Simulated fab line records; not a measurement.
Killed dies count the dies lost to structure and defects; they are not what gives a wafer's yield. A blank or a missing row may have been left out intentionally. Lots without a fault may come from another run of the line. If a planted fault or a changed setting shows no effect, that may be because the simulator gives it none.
What tool caused it? ; flow rit cmos ; 14 lots with 42 wafers sampled at 2 steps, on a route of 202 steps

WHAT THE GAUGES SHOWED, per wafer
RIT_SPACER_THK_MEAS_04.
lot;measured;on;SPACER_NITRIDE_THK (nm)
L454;day 3 00:49;film metro-01;247.2 248.8 248.9
L455;day 3 07:23;film metro-01;245.3 245.3 246.9
L456;day 3 13:18;film metro-03;251.1 252.3 250.7
L457;day 3 13:25;film metro-04;248.3 249.8 247.8
L459;day 4 03:28;film metro-01;248.0 248.0 247.0
L461;day 4 09:17;film metro-04;248.6 249.3 247.6
L462;day 4 15:56;film metro-04;420.4 420.3 421.8
L463;day 5 00:01;film metro-04;419.3 420.3 419.8
L472;day 6 15:38;film metro-01;248.3 249.2 246.6
L473;day 6 23:30;film metro-01;251.9 253.1 251.4
L474;day 7 03:16;film metro-04;252.1 252.4 252.3
L475;day 7 08:40;film metro-03;252.2 251.6 251.8
L476;day 7 14:05;film metro-03;252.8 249.1 252.4
L477;day 7 18:02;film metro-03;249.4 250.3 251.7

EACH LOT AND THE TOOL THAT RAN IT (in order: tool; ch and the chambers of the sampled wafers; start)
lot;RIT_SPACER_CVD_03
L454;lpcvd-02 ch 0, day 2 22:53
L455;lpcvd-02 ch 1, day 3 05:27
L456;lpcvd-01 ch 1, day 3 11:22
L457;lpcvd-02 ch 0, day 3 11:29
L459;lpcvd-02 ch 0, day 4 01:32
L461;lpcvd-02 ch 0, day 4 07:22
L462;lpcvd-02 ch 0, day 4 14:00
L463;lpcvd-02 ch 0, day 4 22:05
L472;lpcvd-01 ch 1, day 6 13:43
L473;lpcvd-01 ch 0, day 6 21:34
L474;lpcvd-01 ch 0, day 7 01:21
L475;lpcvd-01 ch 0, day 7 05:47
L476;lpcvd-01 ch 0, day 7 11:11
L477;lpcvd-02 ch 0, day 7 16:05
- RIT_SPACER_CVD_03: deposits Si3N4 from SiH2Cl2/NH3, target thk 250 nm, time 3300 s.

AS READ BY THE TOOLS THEMSELVES (means over the sampled wafers that have a number; for cases with no such wafer, the mark the record gives instead)
RIT_SPACER_CVD_03.
lot;tool;spike tc centre C (C);spike tc load C (C);spike tc source C (C);susceptor temp C (C);zone power load pct (%)
L454;lpcvd-02;812.2;829.0;833.0;809.7;22.6
L455;lpcvd-02;811.9;829.0;830.7;810.2;20.4
L456;lpcvd-01;813.0;832.2;831.6;810.4;21.0
L457;lpcvd-02;814.4;829.3;833.9;810.3;22.6
L459;lpcvd-02;813.3;828.4;833.8;810.1;23.0
L461;lpcvd-02;813.3;828.4;833.7;810.2;22.6
L462;lpcvd-02;854.6;871.9;876.2;851.0;25.6
L463;lpcvd-02;855.0;871.3;875.2;851.6;25.4
L472;lpcvd-01;812.3;833.9;832.4;810.1;21.0
L473;lpcvd-01;813.6;834.5;832.5;809.6;23.4
L474;lpcvd-01;813.3;834.5;832.8;809.6;23.6
L475;lpcvd-01;813.2;834.9;832.2;810.7;23.4
L476;lpcvd-01;812.3;834.6;831.9;810.2;23.5
L477;lpcvd-02;813.7;829.3;834.9;810.1;22.7

THE ANSWER, worked out from the rows above alone
Rule: usual is defined by the lots themselves. Put in order of their means at a reading, lots are off if they are a third of the lots or fewer, leave a main group of 4 or more, and stand apart from it by a gap of 3 or more times the standard deviation of the main group's means; of several such gaps the widest counts. The tables above print the reading to a certain number of digits; a main group whose means all agree to those digits is not used. Also off: a lot with no number at a reading for which 4 or more lots have one. Any other lot the step has rows for is counted as sound. The gauges are gone through in route order, then the tools' own readings, and for those a lot's mean is taken as printed above. The first step at which some lot is off is used, and at that step the reading that is off furthest; a lot without a number counts as furthest.
Off: L462, L463, seen at RIT_SPACER_THK_MEAS_04 (SPACER_NITRIDE_THK). The main group has a mean of 249.7 nm with a standard deviation of 2.
A tool fits if, at a process step before that reading, it ran every lot that is off, and no sound lot after the first of them. Not tried: the gauges at RIT_SPACER_THK_MEAS_04; whatever is off there is also off at RIT_SPACER_CVD_03, on other tools, and gauge error can't account for it. Of those tried, none fits.

WHAT THE SIMULATOR PUT IN
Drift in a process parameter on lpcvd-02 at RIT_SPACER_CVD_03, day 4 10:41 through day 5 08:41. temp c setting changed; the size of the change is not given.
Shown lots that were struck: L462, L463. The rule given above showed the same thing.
